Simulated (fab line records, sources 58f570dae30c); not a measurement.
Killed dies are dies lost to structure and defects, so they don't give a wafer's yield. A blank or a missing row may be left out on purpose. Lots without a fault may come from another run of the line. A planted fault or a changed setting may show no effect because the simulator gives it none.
fab line records | flow berkeley_cmos170
record lots=14 wafers=42 last_day=12
route steps=331 shown ACTIVE@74 PFIELD@87 GATE@127
lots that met no fault: from a run of the same line without faults
start_h: hours from the record's first day to the start of the lot's first wafer shown | wait_h: hours since the lot's step before | " the same as in the row above | L1.1+2: a row that stands for several wafers | - no value, or no start given | * or withheld: withheld | < > ~ a bound
route shown NAME@n: a module of which the file shows steps, and the number in the route of the first | usual: mean/standard deviation of fault-free wafers | same: alike in all rows | chamber/n: place in a boat | sites: the reading at each site | _std_site: their standard deviation | _edge_site: outer sites' mean less inner sites' | radius_mm: how far each site lies from the wafer's centre | mask NAME#n: copy n | behind: the tool/chamber that last shaped the wafer | hold: why the lot was held/for how many hours/how that ended | device: the transistor (n, p or np) that didn't switch | end of line: the same wafers' tests at the end of the route | a step without rows: its recipe alone | killed: dies lost to structure and defects at the first sort, not the wafer's yield | map: a wafer's dies, x killed, . not, _ none there
set.NAME: the setting as run; set.NAME@STEP: as run at that earlier step | model.NAME: the simulator's own value behind a step, which no gauge read
steps of the route over a sample of lots; a table a step, a row a wafer
services: from which hour (start_h, from the record's first day; less than 0 if before it) a tool's chamber was out of use, for how many hours, and why
## steps
# step UCB170_ACTIVE_OVL_MEAS_14
# usual ACTIVE_OVL=0/5.1
# columns lot.wafer tool chamber start_h wait_h ACTIVE_OVL[nm]
L495.3 overlay-02 - 80.26 0.1 7
L495.5 " - " " -3
L495.6 " - " " -4
L496.1 overlay-01 - 95.38 0.1 5
L496.3 " - " " 0
L496.6 " - " " 1
L500.3 overlay-02 - 104.40 0.1 4
L500.4 " - " " 7
L500.5 " - " " 0
L498.2 overlay-02 - 104.76 0.1 2
L498.4 " - " " 5
L498.5 " - " " 2
L502.3 overlay-02 - 111.91 0.1 -11
L502.4 " - " " -4
L502.6 " - " " -10
L501.1 overlay-01 - 112.07 0.1 0
L501.3 " - " " 1
L501.6 " - " " 3
L503.1 overlay-01 - 137.04 0.1 4
L503.4 " - " " 3
L503.5 " - " " 15
L508.1 overlay-01 - 144.23 0.1 -8
L508.2 " - " " -5
L508.6 " - " " -2
L506.3 overlay-01 - 144.68 0.1 -2
L506.5 " - " " -4
L506.6 " - " " -10
L512.1 overlay-02 - 161.03 0.1 5
L512.3 " - " " -4
L512.4 " - " " 2
L514.3 overlay-02 - 176.46 0.1 4
L514.4 " - " " 3
L514.5 " - " " 8
L517.2 overlay-02 - 187.47 0.1 -3
L517.3 " - " " 0
L517.6 " - " " -3
L515.3 overlay-02 - 187.75 0.1 -9
L515.4 " - " " -2
L515.5 " - " " 1
L516.1 overlay-02 - 207.47 0.1 2
L516.2 " - " " -3
L516.5 " - " " -3
# step UCB170_PFIELD_STRIP_08
# recipe chemistry=O2 power_w=400 pressure_mtorr=3500 platen_temp_c=withheld o2_flow_sccm=400 overash_fraction=0.5
# usual drypump_motor_current_A=5.76/0.28 oes_product_au=0.735/0.0045 strip_time_to_endpoint_s=21.62/0.06
# columns lot.wafer tool chamber start_h wait_h drypump_motor_current_A oes_product_au rf_hours_counter_h strip_time_to_endpoint_s
L495.3 plasma_asher-04 0 82.52 0.1 5.87 0.723 - 21.62
L495.5 " 0 " " 5.84 0.732 - 21.67
L495.6 " 1 " " 6.18 0.735 - 21.67
L496.1 plasma_asher-02 1 99.38 0.1 6.06 0.740 29 21.55
L496.3 " 1 " " 6.07 0.736 - 21.60
L496.6 " 0 " " 5.69 0.732 - 21.58
L500.3 plasma_asher-03 0 108.09 0.1 5.44 0.733 - 21.65
L500.4 " 1 " " 5.35 0.735 - 21.64
L500.5 " 0 " " 5.43 0.734 - 21.70
L498.2 plasma_asher-03 0 108.97 0.1 5.45 0.740 40 21.59
L498.4 " 1 " " 5.38 0.732 - 21.63
L498.5 " 1 " " 5.34 0.737 - 21.69
L501.1 plasma_asher-02 1 114.40 0.1 6.05 0.733 31 21.63
L501.3 " 0 " " 5.66 0.733 - 21.62
L501.6 " 0 " " 5.69 0.737 - 21.56
L502.3 plasma_asher-02 0 114.71 0.1 5.67 0.732 - 21.59
L502.4 " 1 " " 6.08 0.725 - 21.61
L502.6 " 0 " " 5.70 0.747 - 21.51
L503.1 plasma_asher-02 0 141.88 0.1 5.67 0.737 34 21.68
L503.4 " 0 " " 5.69 0.735 - 21.71
L503.5 " 1 " " 6.07 0.740 - 21.79
L508.1 plasma_asher-03 0 146.98 0.1 5.46 0.733 45 21.59
L508.2 " 1 " " 5.37 0.735 45 21.61
L508.6 " 1 " " 5.35 0.739 - 21.61
L506.3 plasma_asher-03 0 147.27 0.1 5.42 0.735 - 21.52
L506.5 " 0 " " 5.43 0.733 - 21.51
L506.6 " 1 " " 5.35 0.734 - 21.53
L512.1 plasma_asher-02 1 166.04 0.1 6.06 0.736 38 21.67
L512.3 " 0 " " 5.69 0.730 - 21.65
L512.4 " 1 " " 6.04 0.741 - 21.67
L514.3 plasma_asher-04 0 178.17 0.1 5.84 0.735 - 21.66
L514.4 " 1 " " 6.15 0.729 - 21.67
L514.5 " 0 " " 5.84 0.739 - 21.61
L517.2 plasma_asher-02 0 189.97 0.1 5.67 0.731 41 21.63
L517.3 " 1 " " 6.07 0.734 - 21.60
L517.6 " 0 " " 5.68 0.745 - 21.68
L515.3 plasma_asher-04 1 190.25 0.1 6.18 0.738 - 21.64
L515.4 " 0 " " 5.85 0.738 - 21.60
L515.5 " 1 " " 6.19 0.732 - 21.60
L516.1 plasma_asher-04 0 209.40 0.1 5.84 0.735 8 21.60
L516.2 " 1 " " 6.21 0.732 8 21.61
L516.5 " 1 " " 6.20 0.744 - 21.55
# step UCB170_GATE_OXIDATION_01
# recipe temp_c=850 ambient=O2 target_thk_a=66 ox_time_s=1800
# usual spike_tc_centre_C=853.1/1.4 spike_tc_load_C=877.6/1.3 spike_tc_source_C=871/3 tube_center_temp_C=849.99/0.079 tube_center_temp_C_max=852.2/0.34 zone_power_centre_pct=40.9/2.4
# columns lot.wafer tool chamber start_h wait_h spike_tc_centre_C spike_tc_load_C spike_tc_source_C tube_center_temp_C tube_center_temp_C_max zone_power_centre_pct
L495.3 furnace-04 0 117.75 3.2 852.0 876.7 873 850.02 851.9 37.9
L495.5 " 0 " " 853.6 875.4 875 849.9 851.8 38.9
L495.6 " 0 " " 852.3 876.9 874 850.09 852.2 38.2
L496.1 furnace-02 0 136.52 1.4 852.3 880.2 866 849.96 852.7 40.3
L496.3 " 0 " " 851.3 877.9 867 850.02 852.5 40.2
L496.6 " 0 " " 852.9 877.6 868 850.03 851.9 39.9
L498.2 furnace-04 0 142.47 0.5 853.0 875.7 873 849.94 852.2 38.5
L498.4 " 0 " " 852.8 875.2 878 850.03 852.6 37.9
L498.5 " 0 " " 852.9 877.8 876 850.14 852.3 37.6
L500.3 furnace-04 0 142.47 0.3 852.3 876.7 874 849.96 852.0 38.5
L500.4 " 0 " " 852.6 877.1 873 850.13 852.1 37.4
L500.5 " 0 " " 854.6 876.0 876 850.02 852.2 38.7
L501.1 furnace-01 0 145.88 1.4 853.4 880.1 872 850.05 852.6 44.3
L501.3 " 0 " " 855.4 878.1 872 849.96 852.5 44.0
L501.6 " 0 " " 855.0 879.4 872 849.99 852.1 43.6
L502.3 furnace-01 0 145.88 1.0 855.6 877.8 871 850 852.0 43.7
L502.4 " 0 " " 852.7 877.0 870 850.04 852.1 43.9
L502.6 " 0 " " 853.8 877.4 871 849.96 852.5 43.6
L503.1 furnace-02 0 169.96 3.1 852.9 879.1 868 849.9 852.0 40.2
L503.4 " 0 " " 851.3 877.3 867 849.98 852.2 39.9
L503.5 " 0 " " 851.3 878.2 866 850.04 852.6 40.4
L506.3 furnace-01 0 175.56 2.3 853.9 878.0 872 850 852.3 43.2
L506.5 " 0 " " 854.6 878.2 872 850.03 851.9 43.7
L506.6 " 0 " " 852.7 878.1 871 849.93 852.1 43.9
L508.1 furnace-01 0 175.56 2.0 854.3 877.7 871 849.92 852.3 43.7
L508.2 " 0 " " 854.7 879.6 872 849.92 852.1 43.0
L508.6 " 0 " " 855.6 877.7 870 850.03 851.8 43.5
L512.1 furnace-01 0 205.85 7.5 840.0 864.6 857 835.82 838.7 42.6
L512.3 " 0 " " 840.3 864.7 857 836.05 838.9 43.2
L512.4 " 0 " " 838.6 864.5 857 835.98 838.1 43.0
L514.3 furnace-02 0 220.53 5.5 852.0 878.3 868 850.07 852.4 39.7
L514.4 " 0 " " 850.4 877.7 867 849.98 852.0 40.0
L514.5 " 0 " " 852.1 879.6 867 849.97 852.0 40.1
L517.2 furnace-04 0 232.32 1.5 854.3 876.3 875 849.97 852.2 38.1
L517.3 " 0 " " 851.6 875.2 875 850 852.2 37.9
L517.6 " 0 " " 854.8 875.6 876 849.82 851.9 38.8
L515.3 furnace-01 0 238.03 3.6 839.6 862.4 857 835.85 838.1 42.6
L515.4 " 0 " " 841.2 862.9 858 836.14 838.5 42.5
L515.5 " 0 " " 838.6 863.0 857 835.95 838.6 42.5
L516.1 furnace-04 0 245.01 1.0 852.7 875.8 874 850.05 852.4 38.0
L516.2 " 0 " " 854.5 876.3 874 849.98 852.4 38.1
L516.5 " 0 " " 853.8 877.9 874 849.97 852.2 38.4
# step UCB170_GATE_THK_MEAS_02
# recipe reads=SiO2_of_GATE_OXIDATION_01
# usual GATE_OXIDE_THK=6.54/0.11
# columns lot.wafer tool chamber start_h wait_h hold GATE_OXIDE_THK[nm]
L495.3 film_metro-02 - 119.27 0.0 - 6.69
L495.5 " - " " - 6.67
L495.6 " - " " - 6.64
L496.1 film_metro-01 - 138.03 0.0 - 6.50
L496.3 " - " " - 6.53
L496.6 " - " " - 6.49
L498.2 film_metro-03 - 143.98 0.0 - 6.43
L498.4 " - " " - 6.42
L498.5 " - " " - 6.47
L500.3 film_metro-01 - 143.99 0.0 - 6.38
L500.4 " - " " - 6.57
L500.5 " - " " - 6.51
L501.1 film_metro-03 - 147.38 0.0 - 6.52
L501.3 " - " " - 6.40
L501.6 " - " " - 6.41
L502.3 film_metro-01 - 147.40 0.0 - 6.54
L502.4 " - " " - 6.43
L502.6 " - " " - 6.51
L503.1 film_metro-02 - 171.46 0.0 - 6.50
L503.4 " - " " - 6.67
L503.5 " - " " - 6.59
L508.1 film_metro-03 - 177.06 0.0 - 6.53
L508.2 " - " " - 6.52
L508.6 " - " " - 6.70
L506.3 film_metro-02 - 177.08 0.0 - 6.65
L506.5 " - " " - 6.75
L506.6 " - " " - 6.55
L512.1 film_metro-01 - 207.35 0.0 await_dispo/0.2h/release 5.72
L512.3 " - " " await_dispo/0.2h/release 5.60
L512.4 " - " " await_dispo/0.2h/release 5.53
L512.1 film_metro-01 - 207.57 0.2 - 5.73
L512.3 " - " " - 5.62
L512.4 " - " " - 5.53
L514.3 film_metro-02 - 222.05 0.0 - 6.48
L514.4 " - " " - 6.48
L514.5 " - " " - 6.45
L517.2 film_metro-01 - 233.83 0.0 - 6.38
L517.3 " - " " - 6.42
L517.6 " - " " - 6.50
L515.3 film_metro-03 - 239.55 0.0 await_dispo/0.2h/release 5.51
L515.4 " - " " await_dispo/0.2h/release 5.44
L515.5 " - " " await_dispo/0.2h/release 5.62
L515.3 film_metro-03 - 239.81 0.2 - 5.50
L515.4 " - " " - 5.42
L515.5 " - " " - 5.63
L516.1 film_metro-02 - 246.51 0.0 - 6.65
L516.2 " - " " - 6.59
L516.5 " - " " - 6.69
# step UCB170_GATE_ETCH_15
# recipe chemistry=HBr/Cl2 target=poly-Si stop_on=SiO2 over_etch_frac=0.3 icp_w=300 bias_w=150 time_s=56.3 pressure_mtorr=15 HBr_flow_sccm=150 Cl2_flow_sccm=50 target_depth_a=2782
# usual drypump_motor_current_A=5.7/0.36 oes_product_au=0.831/0.016 throttle_valve_pct=26.44/0.3
# columns lot.wafer tool chamber start_h wait_h drypump_motor_current_A oes_product_au rf_hours_counter_h throttle_valve_pct
L495.3 rie_si-01 3 128.53 - 5.7 0.853 17 26.07
L495.5 " 1 " " 5.8 0.848 - 26.56
L495.6 " 2 " " 4.9 0.823 - 26.68
L496.1 rie_si-02 2 143.79 - 5.5 0.851 67 26.11
L496.3 " 1 " " 5.9 0.831 47 26.92
L496.6 " 2 " " 5.6 0.863 - 26.08
L500.3 rie_si-02 1 150.82 - 5.9 0.826 47 26.91
L500.4 " 0 " " 6.4 0.837 122 26.53
L500.5 " 2 " " 5.5 0.846 - 26.08
L498.2 rie_si-02 2 151.29 - 5.5 0.841 67 26.09
L498.4 " 0 " " 6.3 0.837 122 26.52
L498.5 " 3 " " 5.9 0.812 - 26.16
L501.1 rie_si-01 0 154.06 - 5.7 0.826 82 26.50
L501.3 " 2 " " 4.9 0.825 1 26.67
L501.6 " 3 " " 5.8 0.851 - 26.07
L502.3 rie_si-02 0 154.31 - 6.4 0.834 122 26.53
L502.4 " 2 " " 5.5 0.850 67 26.09
L502.6 " 2 " " 5.5 0.839 - 26.09
L503.1 rie_si-02 3 179.67 - 5.8 0.820 13 26.15
L503.4 " 1 " " 5.9 0.820 - 26.91
L503.5 " 3 " " 5.8 0.825 - 26.16
L508.1 rie_si-02 1 183.82 - 5.9 0.816 47 26.91
L508.2 " 2 " " 5.5 0.848 67 26.09
L508.6 " 1 " " 5.9 0.814 - 26.91
L506.3 rie_si-01 0 184.09 - 5.7 0.823 82 26.51
L506.5 " 0 " " 5.7 0.824 - 26.51
L506.6 " 3 " " 5.7 0.854 - 26.06
L512.1 rie_si-02 1 216.14 - 5.9 0.806 47 26.92
L512.3 " 3 " " 5.9 0.821 13 26.14
L512.4 " 0 " " 6.4 0.842 0 26.60
L514.3 rie_si-01 2 231.43 - 4.9 0.821 1 26.67
L514.4 " 3 " " 5.7 0.837 17 26.07
L514.5 " 0 " " 5.7 0.819 - 26.52
L517.2 rie_si-01 1 241.10 - 5.8 0.843 50 26.57
L517.3 " 3 " " 5.7 0.846 17 26.08
L517.6 " 1 " " 5.8 0.836 - 26.57
L515.3 rie_si-01 0 250.83 - 5.7 0.817 82 26.50
L515.4 " 1 " " 5.8 0.844 50 26.56
L515.5 " 3 " " 5.8 0.861 - 26.05
L516.1 rie_si-01 3 256.10 - 5.7 0.849 17 26.07
L516.2 " 0 " " 5.7 0.832 82 26.50
L516.5 " 1 " " 5.8 0.842 - 26.58
## services
# columns tool chamber start_h hours kind
plasma_asher-04 - 64.15 2.7 repair
furnace-01 - 71.48 4.1 pm
plasma_asher-03 - 76.99 2.3 repair
plasma_asher-02 - 88.36 1.9 repair
plasma_asher-03 - 90.49 6.0 repair
furnace-04 - 102.27 3.2 pm
plasma_asher-04 - 108.75 9.0 pm
plasma_asher-04 0 108.75 9.0 vent_cycle
plasma_asher-04 1 108.75 9.0 vent_cycle
plasma_asher-04 0 117.75 - clean
plasma_asher-04 1 117.75 - clean
rie_si-02 0 133.04 12.1 repair
plasma_asher-04 - 145.42 14.6 pm
rie_si-02 0 165.79 - clean
rie_si-02 0 165.79 19.4 scheduled_down
rie_si-02 0 165.79 19.4 vent_cycle
furnace-04 - 184.28 39.7 pm
rie_si-02 - 195.81 0.3 repair
rie_si-02 - 197.25 2.8 pm
furnace-02 - 210.64 2.3 pm
plasma_asher-03 - 214.55 2.8 pm
plasma_asher-03 - 218.17 2.3 repair
furnace-01 - 239.53 2.9 pm
## key
first_sign step=UCB170_GATE_OXIDATION_01 reading=tube_center_temp_C direction=down sigmas=99+ usual=* struck=*
effect step=UCB170_GATE_OXIDATION_01 reading=tube_center_temp_C_max direction=down sigmas=40 usual=* struck=*
effect step=UCB170_GATE_THK_MEAS_02 reading=visit direction=added
effect step=UCB170_GATE_THK_MEAS_02 reading=GATE_OXIDE_THK direction=down sigmas=8.9 usual=6.54 struck=5.57
met_at UCB170_GATE_OXIDATION_01
struck_lots L512,L515
rows_end L515.3,L515.4,L515.5
tester_left_out L512
not_acting_at UCB170_ACTIVE_OVL_MEAS_14,UCB170_PFIELD_STRIP_08,UCB170_GATE_ETCH_15
onset_between 175.56 205.85
fault kind=process_parameter_drift tool=furnace-01 chamber=- onset_h=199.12 steps=UCB170_GATE_OXIDATION_01 channel=temp_c offset=* shape=step end_h=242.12 acts_in=* stated=*
# tester_left_out: of these lots the tester's yield and bins aren't shown, on N5 and GAA mostly nor the transistor test; their killed dies are dies lost to structure and defects alone, not to doping, threshold or leakage, so they don't give the yield
# rows_end: these wafers met a further fault down the route, and their rows from its step on are left out
